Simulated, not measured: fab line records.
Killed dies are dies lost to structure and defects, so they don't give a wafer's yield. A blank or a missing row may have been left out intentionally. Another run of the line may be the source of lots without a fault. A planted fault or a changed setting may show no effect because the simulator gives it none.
Struck lot and sound lot, side by side :: flow rit-cmos :: 20 steps out of a route of 202
Sound: wafers L765.2, L765.5, L765.6. Wafers struck: L776.3, L776.5, L776.6. The cause is given at the end.
For every step that has rows: the tool of each side, followed by ch and its chambers, followed by its first start. Under that, the readings that differ: sound wafers :: struck wafers :: difference of the means :: sigmas: that difference in standard deviations of wafers without a fault.
alike: readings with means less than 2 such deviations apart, plus words and numbers identical on both sides. not compared: withheld readings, readings lacking a value on some wafer, bounds such as >300 that could conceal the same value, and numbers that have no deviation in the record and whose values overlap.
Wherever a step has rows on one side only, a row that says differs or no value, or a row with sigmas, the two part there. When numbers do not overlap yet have no deviation, they are printed without sigmas and do not part them. A reading that every wafer of one side lacks parts them only if that side has two wafers or more.

first, 2 steps without rows for these wafers: RIT_NSD_HARDBAKE_07 (time 60 s); RIT_NSD_IMPLANT_08.
RIT_NSD_STRIP_09: strips in O2, time 180 s.
  sound on plasma-asher-02 ch 0,1, day 3 05:48; struck on plasma-asher-04 ch 0,1, day 5 18:08
  alike: drypump-motor-current-A
  not compared: rf-hours-counter-h
RIT_NSD_TW_MEAS_10:
  sound on film-metro-04, day 3 05:59; struck on film-metro-02, day 5 18:16
  alike: NSD_TW
then, 6 steps without rows for these wafers: RIT_PSD_HMDS_00 (prime time 60 s); RIT_PSD_COAT_01 (resist thk 1000 nm); RIT_PSD_SOFTBAKE_02 (time 60 s); RIT_PSD_EXPOSE_03 (exposes mask M10, target cd 40900 nm); RIT_PSD_PEB_04; RIT_PSD_DEVELOP_05 (develop time 50 s).
RIT_PSD_OVL_MEAS_06:
  sound on overlay-02, day 3 07:04; struck on overlay-01, day 5 19:12
  alike: PSD_OVL
then, 1 step without rows for these wafers: RIT_PSD_HARDBAKE_07 (time 60 s).
RIT_PSD_IMPLANT_08:
  sound on implanter-04 ch 0, day 3 07:16; struck on implanter-04 ch 0, day 5 19:26
reading: beam-energy-keV
sound: 26.992 27.001 26.998
struck: 36.437 36.448 36.451
difference: +9.448
sigmas: +99 or more

reading: model.implant.rp-nm (nm)
sound: 22.22 22.22 22.22
struck: 27.38 27.38 27.38
difference: +5.16
sigmas: 

reading: model.implant.drp-nm (nm)
sound: 12.05 12.05 12.05
struck: 14.87 14.87 14.87
difference: +2.82
sigmas: 
RIT_PSD_STRIP_09: strips in O2, time 180 s.
  sound on plasma-asher-04 ch 0,1, day 3 07:23; struck on plasma-asher-01 ch 0,1, day 5 19:35
  alike: drypump-motor-current-A
  not compared: rf-hours-counter-h
RIT_PSD_TW_MEAS_10:
  sound on film-metro-04, day 3 07:34; struck on film-metro-02, day 5 19:57
reading: PSD_TW
sound: 3460 3450 3450
struck: 3670 3656 3664
difference: +210
sigmas: +9
  not compared: hold
then, 2 steps without rows for these wafers: RIT_SDANNEAL_CLEAN_01 (cleans in dHF, time 29.45 s); RIT_SDANNEAL_CLEAN_02 (cleans in SC2, time 600 s).
RIT_SDANNEAL_RTA_03: time 5 s.
  sound on rtp-anneal-02 ch 0, day 3 08:02; struck on rtp-anneal-01 ch 0, day 6 02:21
  alike: ramp-down-c-per-s, wafer_temp_C_max
RIT_SDANNEAL_RS_MEAS_04: uses a four-point probe to measure.
  sound on film-metro-03, day 3 08:06; struck on film-metro-04, day 6 02:50
reading: PSD_RS (ohm/sq)
sound: 116.5 116.4 116.3
struck: 99.0 99.0 99.2
difference: -17.3
sigmas: -58
  not compared: hold
following that, these wafers have no rows for 1 step: RIT_M1_PROBE_99.

## WHERE THEY PART
Last at RIT_SDANNEAL_RS_MEAS_04 as far as this record goes, first at RIT_PSD_IMPLANT_08.

WHY: what had been put in by the simulator
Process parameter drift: implanter-04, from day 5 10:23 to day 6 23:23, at RIT_PSD_IMPLANT_08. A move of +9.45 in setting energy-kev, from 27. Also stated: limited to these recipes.
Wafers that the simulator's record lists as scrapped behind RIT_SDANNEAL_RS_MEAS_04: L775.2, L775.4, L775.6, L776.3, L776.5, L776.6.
